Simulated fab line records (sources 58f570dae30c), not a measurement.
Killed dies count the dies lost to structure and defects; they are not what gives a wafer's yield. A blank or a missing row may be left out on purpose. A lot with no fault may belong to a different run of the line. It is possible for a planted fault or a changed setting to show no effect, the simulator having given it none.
Lot-split experiment | flow berkeley-cmos170 | route with 331 steps; 5 lots, 23 wafers read

== THE SPLIT ITSELF ==
At UCB170_M1_COAT_04 (resist thk 900 nm), the setting spin-rpm was moved away from the recipe's 1500 rpm on 7 of the 23 wafers read, by -5.3% to +4.3%. The other wafers ran this setting at the recipe's value.

Reading taken at the split's own step.

== THE READING ==
KrF_of_M1_COAT_04.thk-nm (the simulator's own value, which no gauge read), in nm, at UCB170_M1_COAT_04 (resist thk 900 nm). The file does not state a usual value for it. Average 898.9 nm, standard deviation 3 nm, over the 16 wafers here run with the recipe.

wafer  | tool, chamber at the split | spin-rpm as run, rpm | against the recipe | KrF_of_M1_COAT_04.thk-nm, nm | against lot-mates on the recipe
L074.1 | litho-track-01, 0          | 1500                 | recipe             | 898.7                        | -
L074.2 | litho-track-01, 0          | 1500                 | recipe             | 899.2                        | -
L074.4 | litho-track-01, 0          | 1500                 | recipe             | 899                          | -
L074.5 | litho-track-01, 0          | 1500                 | recipe             | 897.5                        | -
L074.6 | litho-track-01, 0          | 1500                 | recipe             | 896.3                        | -
L076.1 | litho-track-01, 0          | 1420                 | -5.3%              | 922.6                        | +25.3
L076.2 | litho-track-01, 0          | 1500                 | recipe             | 896.7                        | -
L076.3 | litho-track-01, 0          | 1500                 | recipe             | 898.2                        | -
L076.5 | litho-track-01, 0          | 1500                 | recipe             | 897                          | -
L076.6 | litho-track-01, 0          | 1420                 | -5.3%              | 922.1                        | +24.8
L083.1 | litho-track-01, 0          | 1500                 | recipe             | 900.3                        | -
L083.2 | litho-track-01, 0          | 1529                 | +1.9%              | 893.6                        | -7.2
L083.3 | litho-track-01, 0          | 1500                 | recipe             | 902.4                        | -
L083.5 | litho-track-01, 0          | 1500                 | recipe             | 899.6                        | -
L083.6 | litho-track-01, 0          | 1529                 | +1.9%              | 892.9                        | -7.9
L085.1 | litho-track-03, 0          | 1500                 | recipe             | 894.5                        | -
L085.2 | litho-track-03, 0          | 1500                 | recipe             | 897                          | -
L085.4 | litho-track-03, 0          | 1500                 | recipe             | 895.4                        | -
L084.1 | litho-track-01, 0          | 1565                 | +4.3%              | 884.7                        | -20.3
L084.2 | litho-track-01, 0          | 1565                 | +4.3%              | 884.4                        | -20.6
L084.3 | litho-track-01, 0          | 1500                 | recipe             | 906.8                        | -
L084.4 | litho-track-01, 0          | 1565                 | +4.3%              | 881.3                        | -23.7
L084.5 | litho-track-01, 0          | 1500                 | recipe             | 903.2                        | -

FIT RESULTS
A straight line over all 23 wafers: KrF_of_M1_COAT_04.thk-nm changes by -3.95 nm for each +1% of spin-rpm; r = -0.96; the points scatter about the line by 2.9 nm.
The same after taking each lot's own level away (the mean of its wafers on the recipe; 23 wafers): -4.77 nm for each +1%; r = -0.99; scatter 1.3 nm.
On that fit, the largest move of spin-rpm shifts the reading by 25 nm.
The lots' own levels span 895.63 to 905.00 nm, that is 3.1 times the standard deviation above.
In other words, the slope is changed by the lot-to-lot level; the two fits disagree.
Check: for one of the wafers moved furthest among these (-5.3%), held out of the fit, the line's prediction against its lot-mates is +25.5 nm. Against them it came out at +25.3 nm.

== THE OTHER SPLITS THESE WAFERS WENT THROUGH ==
Note: prior to the reading, these wafers also went through further splits. Each is held against what the fit with the lots' levels taken away leaves over:
other split on the same wafers       | wafers away from the commonest value | r with KrF_of_M1_COAT_04.thk-nm (lot level and that fit taken away)
UCB170_NLDD_IMPLANT_09 dose-cm2      | 6                                    | -0.18
UCB170_NSD_PEB_04 peb-temp-c         | 6                                    | -0.16
UCB170_BACKSIDE_COAT_01 spin-rpm     | 10                                   | -0.35
UCB170_SILICIDE_SPUTTER_01 power-w   | 10                                   | +0.04
UCB170_CONTACT_COAT_04 resist-thk-nm | 11                                   | +0.38

== THE FILE'S OWN FIT ==
KrF_of_M1_COAT_04.thk-nm changes by -4.74 nm for each +1% of spin-rpm, r = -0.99.
